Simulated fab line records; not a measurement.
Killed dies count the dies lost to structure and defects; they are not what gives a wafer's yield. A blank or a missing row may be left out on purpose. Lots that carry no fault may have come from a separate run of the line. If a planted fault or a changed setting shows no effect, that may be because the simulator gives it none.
fab line records	flow rit-cmos
record: lots: 5	wafers: 15	last-day: 7
route steps=202 shown GATE@88 REOX@98 NLDD@103 PLDD@114 SPACER@125 M1@202
lots untouched by any fault: they come from a run of this same line in which no faults occurred
start-h: hours from the record's opening day to when the first of the lot's shown wafers began	wait-h: time in hours since the lot's previous step	" the same as in the row above	L1.1+2: a row that stands for several wafers	- no value present, or no start provided	* or withheld: withheld	< > ~ a bound
route shown NAME@n: a module of which the file shows steps, and the number in the route of the first	usual: mean and standard deviation over wafers with no fault	same: alike in all rows	chamber/n: place in a boat	sites: each site's reading	_std_site: how widely they spread, as a standard deviation	_edge_site: outer sites' mean less inner sites'	radius-mm: for every site, how far away it sits from the centre of the wafer	mask NAME#n: copy n	behind: the last tool/chamber to shape the wafer	hold: why the lot went on hold/how many hours it stayed there/how the hold came to an end	device: transistor that didn't switch, given as n, p or np	end of line: the route-end tests of the same wafers	where a step has no rows: the recipe by itself	killed: not the wafer's yield, but the dies lost to structure and defects at the first sort	map: dies across one wafer; x = killed, . = not, _ = none there
set.NAME: the setting the step ran with; set.NAME@STEP: the setting that earlier step ran with	model.NAME: the simulator's own value behind a step, which no gauge read
certain route steps with their lots: each step a table, each wafer a row
services: from which hour (start-h, from the record's first day; less than 0 if before it) a tool's chamber was out of use, for how many hours, and why
== steps ==
step: RIT_GATE_SOFTBAKE_12
recipe: resist: NOVOLAK	temp-c: 90	time-s: 60
step: RIT_GATE_EXPOSE_13
recipe: mask-id: M6	na: 0.6	source-shape: conventional	sigma-outer: 0.6	target-cd-nm: 150	dose-mj: 386.6
step: RIT_GATE_PEB_14
recipe: resist: NOVOLAK	temp-c: withheld	time-s: withheld
step: RIT_GATE_DEVELOP_15
recipe: resist: NOVOLAK	develop-time-s: 50	dev-temp-c: 23
step: RIT_GATE_CD_MEAS_16
recipe: target-cd-nm: 150
usual: cd-nm: 150.4/2.2
lot.wafer	tool	chamber	start-h	wait-h	cd-nm
L994.2	cd-sem-02	-	72.30	-	153.2
L994.5	"	-	"	"	152.1
L994.6	"	-	"	"	152.1
L995.3	cd-sem-01	-	77.71	-	152.5
L995.5	"	-	"	"	153.4
L995.6	"	-	"	"	149.6
L107.3	cd-sem-01	-	139.95	-	147.3
L107.5	"	-	"	"	149.3
L107.6	"	-	"	"	148.7
L108.1	cd-sem-01	-	145.09	-	153.2
L108.3	"	-	"	"	151.0
L108.5	"	-	"	"	151.7
L109.1	cd-sem-01	-	149.91	-	151.4
L109.4	"	-	"	"	150.6
L109.5	"	-	"	"	152.5
step: RIT_GATE_OVL_MEAS_17
usual: GATE_OVL: 0.2/1.3
lot.wafer	tool	chamber	start-h	wait-h	GATE_OVL[nm]
L994.2	overlay-01	-	72.40	0.1	-0.4
L994.5	"	-	"	"	0.5
L994.6	"	-	"	"	-0.5
L995.3	overlay-02	-	77.80	0.1	2.3
L995.5	"	-	"	"	1.7
L995.6	"	-	"	"	3.7
L107.3	overlay-02	-	140.04	0.1	2.9
L107.5	"	-	"	"	1.2
L107.6	"	-	"	"	2.1
L108.1	overlay-02	-	145.21	0.1	-0.6
L108.3	"	-	"	"	0.8
L108.5	"	-	"	"	0.8
L109.1	overlay-02	-	150.03	0.1	0.0
L109.4	"	-	"	"	-0.2
L109.5	"	-	"	"	-0.1
step: RIT_GATE_HARDBAKE_18
recipe: resist: NOVOLAK	temp-c: 140	time-s: 60
step: RIT_GATE_ETCH_19
recipe: chemistry: SF6/CHF3/O2	time-s: 165	SF6_flow_sccm: 30	CHF3_flow_sccm: 30	O2_flow_sccm: 5	target: poly-Si	pressure-mtorr: 40	rf-w: 160	target-depth-a: 3125	over-etch-frac: 0.25	stop-on: SiO2
usual: drypump-motor-current-A: 5.4/0.54	oes-product-au: 0.831/0.012	throttle-valve-pct: 10.30/0.11
lot.wafer	tool	chamber	start-h	wait-h	drypump-motor-current-A	oes-product-au	rf-hours-counter-h	throttle-valve-pct
L994.2	rie-si-01	3	72.58	0.1	4.9	0.845	125	10.39
L994.5	"	1	"	"	5.1	0.845	-	10.16
L994.6	"	0	"	"	6.6	0.830	-	10.51
L995.3	rie-si-02	0	77.97	0.1	5.5	0.838	8	10.16
L995.5	"	2	"	"	5.2	0.850	-	10.29
L995.6	"	3	"	"	4.9	0.816	-	10.39
L107.3	rie-si-02	0	140.21	0.1	5.5	0.842	8	10.16
L107.5	"	3	"	"	5.0	0.820	-	10.36
L107.6	"	0	"	"	5.5	0.840	-	10.17
L108.1	rie-si-01	1	145.39	0.1	5.1	0.857	0	10.17
L108.3	"	2	"	"	5.8	0.829	48	10.25
L108.5	"	3	"	"	4.9	0.844	-	10.39
L109.1	rie-si-02	3	150.31	0.1	5.0	0.825	33	10.36
L109.4	"	1	"	"	4.9	0.812	-	10.26
L109.5	"	3	"	"	5.0	0.814	-	10.38
step: RIT_GATE_STRIP_20
recipe: chemistry: O2	time-s: 180	resist: NOVOLAK	platen-temp-c: withheld	power-w: 500	pressure-mtorr: 4000	o2-flow-sccm: 4000
usual: drypump-motor-current-A: 5.8/0.5	rf-refl-power-W: 7.9/0.83
lot.wafer	tool	chamber	start-h	wait-h	drypump-motor-current-A	rf-hours-counter-h	rf-refl-power-W
L994.2	plasma-asher-01	0	72.69	0.1	5.3	38	6.7
L994.5	"	1	"	"	5.2	-	9.5
L994.6	"	0	"	"	5.3	-	6.7
L995.3	plasma-asher-01	1	78.14	0.1	5.2	-	9.5
L995.5	"	0	"	"	5.3	-	6.6
L995.6	"	1	"	"	5.2	-	9.4
L107.3	plasma-asher-04	0	140.38	0.1	5.5	-	8.0
L107.5	"	1	"	"	6.3	-	8.2
L107.6	"	0	"	"	5.5	-	8.2
L108.1	plasma-asher-03	1	145.50	0.1	5.7	37	7.4
L108.3	"	1	"	"	5.7	-	7.2
L108.5	"	1	"	"	5.7	-	7.2
L109.1	plasma-asher-03	1	150.42	0.1	5.7	37	7.3
L109.4	"	0	"	"	6.5	-	8.2
L109.5	"	1	"	"	5.7	-	7.3
step: RIT_GATE_CD_MEAS_90
recipe: target-cd-nm: 150
usual: cd-nm: 150.4/2.2
lot.wafer	tool	chamber	start-h	wait-h	cd-nm
L994.2	cd-sem-01	-	72.89	0.1	153.2
L994.5	"	-	"	"	152.4
L994.6	"	-	"	"	152.2
L995.3	cd-sem-02	-	78.29	0.1	153.0
L995.5	"	-	"	"	153.2
L995.6	"	-	"	"	149.8
L107.3	cd-sem-01	-	140.54	0.1	147.7
L107.5	"	-	"	"	149.4
L107.6	"	-	"	"	148.8
L108.1	cd-sem-01	-	145.67	0.1	153.2
L108.3	"	-	"	"	151.5
L108.5	"	-	"	"	151.9
L109.1	cd-sem-02	-	150.60	0.1	151.1
L109.4	"	-	"	"	150.2
L109.5	"	-	"	"	152.3
step: RIT_REOX_CLEAN_00
recipe: chemistry: SC1	mix: 3:3:50	time-s: 600	temp-c: 75
step: RIT_REOX_CLEAN_01
recipe: chemistry: dHF	dilution: 50:1	time-s: 30
step: RIT_REOX_CLEAN_02
recipe: chemistry: SC2	mix: 3:3:50	time-s: 600	temp-c: 75	dry: n2-spin
lot.wafer	tool	chamber	start-h	wait-h
L994.2+5+6	wet-bench-04	1	73.18	0.0
L995.3+5+6	wet-bench-03	0	78.57	0.0
L107.3+5+6	wet-bench-04	1	140.81	0.0
L108.1+3+5	wet-bench-03	0	146.16	0.0
L109.1+4+5	wet-bench-02	1	150.91	0.0
step: RIT_REOX_OXIDATION_03
recipe: temp-c: 900	ambient: O2	target-thk-a: 252	ox-time-s: 5580
step: RIT_REOX_THK_MEAS_04
recipe: reads: SiO2_of_REOX_OXIDATION_03
usual: REOX_OXIDE_THK: 25.3/0.51
lot.wafer	tool	chamber	start-h	wait-h	REOX_OXIDE_THK[nm]
L994.2	film-metro-01	-	76.09	0.0	25.0
L994.5	"	-	"	"	25.1
L994.6	"	-	"	"	24.9
L995.3	film-metro-04	-	81.31	0.0	24.6
L995.5	"	-	"	"	24.6
L995.6	"	-	"	"	24.4
L107.3	film-metro-01	-	143.55	0.0	25.5
L107.5	"	-	"	"	25.2
L107.6	"	-	"	"	25.5
L108.1	film-metro-04	-	148.90	0.0	26.6
L108.3	"	-	"	"	26.5
L108.5	"	-	"	"	26.6
L109.1	film-metro-04	-	154.60	0.0	26.3
L109.4	"	-	"	"	25.9
L109.5	"	-	"	"	26.4
step: RIT_NLDD_HMDS_00
recipe: prime-time-s: 60	prime-temp-c: 140
step: RIT_NLDD_COAT_01
recipe: resist: NOVOLAK	spin-rpm: 3250	resist-thk-nm: 1000
step: RIT_NLDD_SOFTBAKE_02
recipe: resist: NOVOLAK	temp-c: 89.01	time-s: 60
step: RIT_NLDD_EXPOSE_03
recipe: mask-id: M7	na: 0.57	target-cd-nm: 40700	dose-mj: 250
step: RIT_NLDD_PEB_04
recipe: resist: NOVOLAK	temp-c: withheld	time-s: withheld
step: RIT_NLDD_DEVELOP_05
recipe: resist: NOVOLAK	develop-time-s: 50	dev-temp-c: 23
step: RIT_NLDD_OVL_MEAS_06
usual: NLDD_OVL: 1.5/1.5
lot.wafer	tool	chamber	start-h	wait-h	NLDD_OVL[nm]
L994.2	overlay-01	-	77.33	-	3.4
L994.5	"	-	"	"	2.4
L994.6	"	-	"	"	1.0
L995.3	overlay-01	-	82.21	-	2.7
L995.5	"	-	"	"	3.4
L995.6	"	-	"	"	0.1
L107.3	overlay-01	-	144.61	-	-0.1
L107.5	"	-	"	"	1.3
L107.6	"	-	"	"	0.2
L108.1	overlay-02	-	149.94	-	1.8
L108.3	"	-	"	"	0.7
L108.5	"	-	"	"	2.3
L109.1	overlay-02	-	155.64	-	2.2
L109.4	"	-	"	"	0.8
L109.5	"	-	"	"	1.7
step: RIT_NLDD_HARDBAKE_07
recipe: resist: NOVOLAK	temp-c: 140	time-s: 60
step: RIT_NLDD_IMPLANT_08
recipe: species: P	energy-kev: 20	dose-cm2: 5e+14	tilt-deg: 7
step: RIT_NLDD_STRIP_09
recipe: chemistry: O2	time-s: 180	resist: NOVOLAK	platen-temp-c: withheld	power-w: 500	pressure-mtorr: 4000	o2-flow-sccm: 4000
usual: drypump-motor-current-A: 5.7/0.52	rf-refl-power-W: 6.8/1.5
lot.wafer	tool	chamber	start-h	wait-h	drypump-motor-current-A	rf-hours-counter-h	rf-refl-power-W
L994.2	plasma-asher-03	1	77.97	0.1	5.7	30	7.5
L994.5	"	1	"	"	5.7	-	7.5
L994.6	"	0	"	"	6.5	-	8.3
L995.3	plasma-asher-02	0	82.60	0.1	5.2	-	4.2
L995.5	"	1	"	"	5.2	-	5.6
L995.6	"	0	"	"	5.2	-	4.5
L107.3	plasma-asher-04	1	144.99	0.1	6.3	-	7.8
L107.5	"	1	"	"	6.3	-	8.0
L107.6	"	0	"	"	5.6	-	8.2
L108.1	plasma-asher-04	0	150.27	0.1	5.5	52	8.0
L108.3	"	0	"	"	5.5	-	8.1
L108.5	"	1	"	"	6.3	-	7.8
L109.1	plasma-asher-03	0	155.97	0.1	6.5	38	7.4
L109.4	"	1	"	"	5.7	-	7.5
L109.5	"	0	"	"	6.6	-	8.2
step: RIT_NLDD_TW_MEAS_10
usual: NLDD_TW: 2478/14
lot.wafer	tool	chamber	start-h	wait-h	NLDD_TW
L994.2	film-metro-02	-	78.15	0.1	2485
L994.5	"	-	"	"	2487
L994.6	"	-	"	"	2489
L995.3	film-metro-02	-	82.73	0.1	2493
L995.5	"	-	"	"	2494
L995.6	"	-	"	"	2494
L107.3	film-metro-02	-	145.13	0.1	2483
L107.5	"	-	"	"	2501
L107.6	"	-	"	"	2500
L108.1	film-metro-01	-	150.45	0.1	2476
L108.3	"	-	"	"	2474
L108.5	"	-	"	"	2485
L109.1	film-metro-02	-	156.15	0.1	2498
L109.4	"	-	"	"	2472
L109.5	"	-	"	"	2490
step: RIT_PLDD_HMDS_00
recipe: prime-time-s: 60	prime-temp-c: 140
step: RIT_PLDD_COAT_01
recipe: resist: NOVOLAK	spin-rpm: 3250	resist-thk-nm: 1000
step: RIT_PLDD_SOFTBAKE_02
recipe: resist: NOVOLAK	temp-c: 90	time-s: 60
step: RIT_PLDD_EXPOSE_03
recipe: mask-id: M8	na: 0.57	target-cd-nm: 40900	dose-mj: 250
step: RIT_PLDD_PEB_04
recipe: resist: NOVOLAK	temp-c: withheld	time-s: withheld
step: RIT_PLDD_DEVELOP_05
recipe: resist: NOVOLAK	develop-time-s: 50	dev-temp-c: 23
step: RIT_PLDD_OVL_MEAS_06
usual: PLDD_OVL: 0.0/1.4
lot.wafer	tool	chamber	start-h	wait-h	PLDD_OVL[nm]
L994.2	overlay-01	-	79.06	-	1.8
L994.5	"	-	"	"	2.1
L994.6	"	-	"	"	1.2
L995.3	overlay-02	-	83.63	-	-1.2
L995.5	"	-	"	"	-0.5
L995.6	"	-	"	"	-2.9
L107.3	overlay-02	-	146.15	-	-1.6
L107.5	"	-	"	"	-0.1
L107.6	"	-	"	"	-0.1
L108.1	overlay-02	-	151.36	-	-0.3
L108.3	"	-	"	"	0.0
L108.5	"	-	"	"	-0.7
L109.1	overlay-01	-	157.06	-	1.5
L109.4	"	-	"	"	1.9
L109.5	"	-	"	"	0.6
step: RIT_PLDD_HARDBAKE_07
recipe: resist: NOVOLAK	temp-c: 140	time-s: 60
step: RIT_PLDD_IMPLANT_08
recipe: species: BF2	energy-kev: 20	dose-cm2: 9.189e+14	tilt-deg: 7
step: RIT_PLDD_STRIP_09
recipe: chemistry: O2	time-s: 180	resist: NOVOLAK	platen-temp-c: withheld	power-w: 500	pressure-mtorr: 4000	o2-flow-sccm: 4000
usual: drypump-motor-current-A: 5.5/0.49	rf-refl-power-W: 6.7/1.7
lot.wafer	tool	chamber	start-h	wait-h	drypump-motor-current-A	rf-hours-counter-h	rf-refl-power-W
L994.2	plasma-asher-03	0	79.39	0.1	6.5	30	7.9
L994.5	"	1	"	"	5.7	-	7.6
L994.6	"	0	"	"	6.5	-	8.7
L995.3	plasma-asher-02	0	84.02	0.1	5.2	-	4.2
L995.5	"	0	"	"	5.2	-	4.7
L995.6	"	1	"	"	5.2	-	5.8
L107.3	plasma-asher-01	1	146.54	0.1	5.2	-	9.8
L107.5	"	1	"	"	5.2	-	9.5
L107.6	"	0	"	"	5.3	-	6.8
L108.1	plasma-asher-01	0	151.69	0.1	5.3	3	6.5
L108.3	"	1	"	"	5.2	-	9.4
L108.5	"	0	"	"	5.3	-	6.7
L109.1	plasma-asher-03	1	157.40	0.1	5.7	38	7.3
L109.4	"	0	"	"	6.5	-	8.5
L109.5	"	1	"	"	5.7	-	7.6
step: RIT_PLDD_TW_MEAS_10
usual: PLDD_TW: 2345/14
lot.wafer	tool	chamber	start-h	wait-h	PLDD_TW
L994.2	film-metro-02	-	79.57	0.1	2368
L994.5	"	-	"	"	2358
L994.6	"	-	"	"	2348
L995.3	film-metro-02	-	84.15	0.1	2349
L995.5	"	-	"	"	2355
L995.6	"	-	"	"	2349
L107.3	film-metro-03	-	146.67	0.1	2353
L107.5	"	-	"	"	2341
L107.6	"	-	"	"	2348
L108.1	film-metro-01	-	151.87	0.1	2352
L108.3	"	-	"	"	2358
L108.5	"	-	"	"	2356
L109.1	film-metro-03	-	157.57	0.1	2351
L109.4	"	-	"	"	2367
L109.5	"	-	"	"	2358
step: RIT_SPACER_CLEAN_00
recipe: chemistry: SC1	mix: 3:3:50	time-s: 600	temp-c: 75
step: RIT_SPACER_CLEAN_01
recipe: chemistry: dHF	dilution: 50:1	time-s: 30
step: RIT_SPACER_CLEAN_02
recipe: chemistry: SC2	mix: 3:3:50	time-s: 600	temp-c: 75	dry: n2-spin
step: RIT_SPACER_CVD_03
recipe: material: Si3N4	target-thk-nm: 250	temp-c: 810	precursor: SiH2Cl2/NH3	time-s: 3300	pressure-mtorr: 300	sih2cl2-flow-sccm: 60	nh3-flow-sccm: 150
step: RIT_SPACER_THK_MEAS_04
recipe: reads: Si3N4_of_SPACER_CVD_03
usual: SPACER_NITRIDE_THK: 249.1/2
lot.wafer	tool	chamber	start-h	wait-h	SPACER_NITRIDE_THK[nm]
L994.2	film-metro-02	-	81.91	0.0	250.2
L994.5	"	-	"	"	248.6
L994.6	"	-	"	"	248.3
L995.3	film-metro-04	-	86.50	0.0	250.2
L995.5	"	-	"	"	251.2
L995.6	"	-	"	"	250.3
L107.3	film-metro-04	-	150.71	0.0	249.6
L107.5	"	-	"	"	246.7
L107.6	"	-	"	"	246.5
L108.1	film-metro-04	-	159.89	0.0	249.8
L108.3	"	-	"	"	249.4
L108.5	"	-	"	"	249.6
L109.1	film-metro-04	-	167.31	0.0	248.0
L109.4	"	-	"	"	246.1
L109.5	"	-	"	"	248.5
step: RIT_M1_PROBE_99
usual: killed-at-contacts: 0.1/0.31	killed-at-front-end: 6.3/3	killed-dies: 6.4/3	killed-on-rim: 1.7/1.3	killed-open: 3/1.9	killed-short: 3.4/1.9
same: gross-dies: 264	killed_at_M0_to_M3: 0	killed_at_M4_up: 0	killed-at-back-side: 0	killed-at-other: 0
lot.wafer	tool	chamber	start-h	wait-h	killed-at-contacts	killed-at-front-end	killed-dies	killed-on-rim	killed-open	killed-short
L994.2	prober-02	-	93.55	0.1	0	10	10	5	7	3
L994.5	prober-02	-	93.70	0.2	1	4	5	0	4	1
L994.6	prober-02	-	93.75	0.2	0	3	3	0	2	1
L995.3	prober-01	-	97.69	0.2	0	6	6	1	1	5
L995.5	prober-01	-	97.79	0.2	0	14	14	2	6	6
L995.6	prober-01	-	97.84	0.2	0	6	6	2	4	2
L107.3	prober-01	-	162.02	0.2	0	23	23	12	4	3
L107.5	prober-01	-	162.12	0.2	0	23	23	10	5	2
L107.6	prober-01	-	162.17	0.2	1	18	19	8	1	3
L108.1	prober-02	-	170.99	0.1	0	11	11	1	6	5
L108.3	prober-02	-	171.09	0.2	0	9	9	3	6	3
L108.5	prober-02	-	171.19	0.2	0	5	5	2	1	4
L109.1	prober-01	-	179.13	0.1	0	5	5	2	4	1
L109.4	prober-01	-	179.28	0.2	0	8	8	3	4	4
L109.5	prober-01	-	179.33	0.2	0	2	2	0	1	1
killed by level:class
L994.2 GATE:geometric-particle:open=4 GATE:geometric-particle:short=2 FOX1:geometric-particle:open=1 REOX:geometric-particle:open=1 REOX:geometric-particle:short=1 SPACER:geometric-particle:open=1
L994.5 GATE:geometric-particle:open=1 REOX:geometric-particle:open=1 SPACER:geometric-particle:open=1 SPACER:geometric-particle:short=1 CONTACT:geometric-particle:open=1
L994.6 FOX1:geometric-particle:open=1 GATE:geometric-particle:open=1 SPACER:geometric-particle:short=1
L995.3 FOX1:geometric-particle:short=2 REOX:geometric-particle:short=2 FOX2:geometric-particle:open=1 SPACER:geometric-particle:short=1
L995.5 GATE:geometric-particle:open=3 GATE:geometric-particle:short=2 REOX:geometric-particle:open=2 SPACER:geometric-particle:short=2 NLDD:coat-microbubble-printed=2 FOX2:geometric-particle:open=1 SILICIDE:geometric-particle:short=1 REOX:geometric-particle:short=1
L995.6 SPACER:geometric-particle:open=4 FOX2:geometric-particle:short=1 REOX:geometric-particle:short=1
L107.3 REOX:unspecified=16 GATE:geometric-particle:open=1 GATE:geometric-particle:short=1 REOX:geometric-particle:open=1 REOX:geometric-particle:short=1 SPACER:geometric-particle:short=1 SPACER:geometric-particle:open=1 SILICIDE:geometric-particle:open=1
L107.5 REOX:unspecified=16 FOX1:geometric-particle:open=2 FOX1:geometric-particle:short=1 GATE:geometric-particle:open=1 REOX:geometric-particle:open=1 SPACER:geometric-particle:open=1 SILICIDE:geometric-particle:short=1
L107.6 REOX:unspecified=15 SPACER:geometric-particle:short=2 GATE:geometric-particle:open=1 CONTACT:geometric-particle:short=1
L108.1 SPACER:geometric-particle:open=3 FOX2:geometric-particle:short=2 REOX:geometric-particle:open=2 SPACER:geometric-particle:short=2 GATE:geometric-particle:short=1 SILICIDE:geometric-particle:open=1
L108.3 SPACER:geometric-particle:open=3 GATE:geometric-particle:short=1 GATE:geometric-particle:open=1 REOX:geometric-particle:short=1 REOX:geometric-particle:open=1 SPACER:geometric-particle:short=1 SILICIDE:geometric-particle:open=1
L108.5 GATE:geometric-particle:short=3 GATE:geometric-particle:open=1 REOX:geometric-particle:short=1
L109.1 FOX2:geometric-particle:open=1 GATE:geometric-particle:open=1 SPACER:geometric-particle:open=1 SILICIDE:geometric-particle:short=1 STARTING-WAFER:geometric-particle:open=1
L109.4 GATE:geometric-particle:short=4 FOX1:geometric-particle:open=1 GATE:geometric-particle:open=1 REOX:geometric-particle:open=1 SILICIDE:geometric-particle:open=1
L109.5 GATE:geometric-particle:open=1 SPACER:geometric-particle:short=1
map L107.3 (x killed, . not)
________......._______
_____.x...........____
____xx........x....___
___xx...............__
__xxx.x.............._
__xxxx..........x...._
_xxxx.................
_..x..................
_.....................
_.....................
__..................._
__.x.............x..._
___.................__
____...............___
_____.............____
________...x..._______
map L994.2 (x killed, . not)
________......._______
_____.............____
____...........x...___
___....x..........x.__
__..................._
__...x..............._
_.....................
_.....................
_.....................
_xx...................
__...............x..._
__..................._
___..x............x.__
____.............x.___
_____.............____
________......._______
== services ==
tool	chamber	start-h	hours	kind
plasma-asher-04	-	57.82	14.6	pm
wet-bench-02	-	60.32	4.4	pm
plasma-asher-04	-	74.78	2.2	repair
plasma-asher-02	-	77.73	3.1	repair
rie-si-01	-	81.76	5.2	repair
rie-si-01	1	90.24	-	clean
rie-si-01	1	90.24	17.0	scheduled-down
rie-si-01	1	90.24	17.0	vent-cycle
plasma-asher-01	-	98.54	2.8	pm
plasma-asher-01	-	108.75	9.0	pm
plasma-asher-01	0	108.75	9.5	vent-cycle
plasma-asher-01	1	108.75	9.5	vent-cycle
plasma-asher-01	-	109.09	9.1	repair
plasma-asher-04	-	114.19	2.8	repair
plasma-asher-01	0	117.75	-	clean
plasma-asher-01	1	117.75	-	clean
rie-si-01	2	127.57	4.7	repair
plasma-asher-04	-	129.31	4.3	pm
rie-si-01	0	135.67	13.0	repair
rie-si-02	2	139.63	-	clean
rie-si-02	2	139.63	24.3	scheduled-down
rie-si-02	2	139.63	24.3	vent-cycle
wet-bench-03	-	150.50	4.4	pm
== key ==
first-sign: step: RIT_M1_PROBE_99	reading: killed-dies	direction: up	sigmas: 5.1	usual: 6.4	struck: 21.7
effect: step: RIT_M1_PROBE_99	reading: killed-at-front-end	direction: up	sigmas: 5	usual: 6.3	struck: 21.3
met-at RIT_REOX_CLEAN_02
struck-wafers L107.3,L107.5,L107.6
tester-left-out L107
onset-between 73.18 140.81
also-fits RIT_GATE_STRIP_20:plasma-asher-04
fault: kind: chamber-particle-source	tool: wet-bench-04	chamber: 1	onset-h: 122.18	steps: RIT_REOX_CLEAN_02	rate-per-visit-cm2: 0.91405	end-h: 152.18
tester-left-out: of these lots the tester's yield and bins aren't shown, on N5 and GAA mostly nor the transistor test; their killed dies are dies lost to structure and defects alone, not to doping, threshold or leakage, so they don't give the yield
